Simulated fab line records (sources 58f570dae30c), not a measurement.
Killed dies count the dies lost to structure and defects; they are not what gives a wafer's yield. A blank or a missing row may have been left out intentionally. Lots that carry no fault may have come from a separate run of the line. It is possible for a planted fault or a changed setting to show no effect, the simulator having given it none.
Problem report in the 8D (eight disciplines) form, filled by code | flow berkeley cmos170 | the parts of the form that need people (team, actions taken, sign-off) are left out

## 1. WHAT IS WRONG
A mean of 616.4 W is read at UCB170_V2_ETCH_14 for rf fwd power W, taken on 1 wafer of 1 lot, against 698.2 W (standard deviation 2.1) on wafers free of any fault. That puts it -39 standard deviations away from the usual mean.
The step: etches SiO2 in CHF3/CF4/Ar, stops on Al, target depth 1250 nm, time 291 s.
The first sign was on wafer L300.3 at day 9 00:58, on rie diel-01. At this step, 39 wafers from 13 lots have a number in the record. The rule behind "out" and "out of limits": a value lying over 4 standard deviations away from the usual mean. The rest of the wafers with a number are treated as sound.

## 2. WHAT IT IS; WHAT IT IS NOT
question                    | is               | is not
which readings at this step | rf fwd power W   | CHF3_flow_sccm, drypump motor current A, mfc ar sccm, oes product au, throttle valve pct
which lots                  | L300             | L294, L295, L296, L297, L298, L301, L302, L309, L310, L311, L314, L315
which wafers of those lots  | L300.3           | L300.4, L300.5
read on which tools         | rie diel-01      | rie diel-02, rie diel-04
when                        | from day 9 00:58 | up to then (23 sound wafers); but 15 sound wafers of L309, L310, L311, L314, L315 came after

## 3. SUSPECTS, AND WHAT RULES EACH OUT
Counting: any tool at a process step up to the reading remains a suspect provided it ran every lot that is out. Sound lots after the first of them don't rule it out here, since some wafers of a struck lot are sound.
- pecvd-02 at UCB170_V2_CVD_00 (deposits SiO2 from TEOS/O2, target thk 2000 nm, time 250 s): kept. It ran the lot that is out, L300 (day 8 21:56); its last sound lot up to then is L297 (day 8 07:16).
- rie diel-01 at UCB170_V2_ETCH_14 (etches SiO2 in CHF3/CF4/Ar, stops on Al, target depth 1250 nm, time 291 s): kept. It ran the lot that is out, L300 (day 9 00:58); its last sound lot up to then is L297 (day 8 09:41). Its own readings are out on those wafers: rf fwd power W.
- In rie diel-01 at UCB170_V2_ETCH_14, the wafers that are out were processed in chamber 0 and their sound lot-mates in chambers 2, 3.
Left after counting: pecvd-02 at UCB170_V2_CVD_00, rie diel-01 at UCB170_V2_ETCH_14.

## 4. THE CAUSE (what the simulator had put in)
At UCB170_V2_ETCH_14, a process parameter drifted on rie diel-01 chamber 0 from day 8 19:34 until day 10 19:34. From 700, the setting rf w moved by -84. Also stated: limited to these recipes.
Counting left 2 suspects, and this tool is among them.

## 5. SEQUENCE OF EFFECTS, ordered by route
Each row: a reading whose mean over the struck wafers that have a number lies more than 3 standard deviations from the usual. Scope: only readings with a usual standard deviation given in the record; hours: median across lots of the time from each lot's start at the first step in this table that gives one to its start at this step; sigmas: change in usual standard deviations.
hours | step               | reading                  | usual   | on struck wafers | change | sigmas
0     | UCB170_V2_ETCH_14  | rf fwd power W           | 698.2 W | 616.4            | -81.8  | -39
0     | UCB170_V2_STRIP_15 | strip time to endpoint s | 15.36 s | 15.79            | +0.43  | +3.3
Process steps it contains:
- UCB170_V2_ETCH_14: etches SiO2 in CHF3/CF4/Ar, stops on Al, target depth 1250 nm, time 291 s.
- UCB170_V2_STRIP_15: strips in O2.

## 6. WHAT WOULD HAVE CAUGHT IT SOONER
In this record no reading fell out of limits until day 9 00:58, 5 hours after the fault had begun at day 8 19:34.
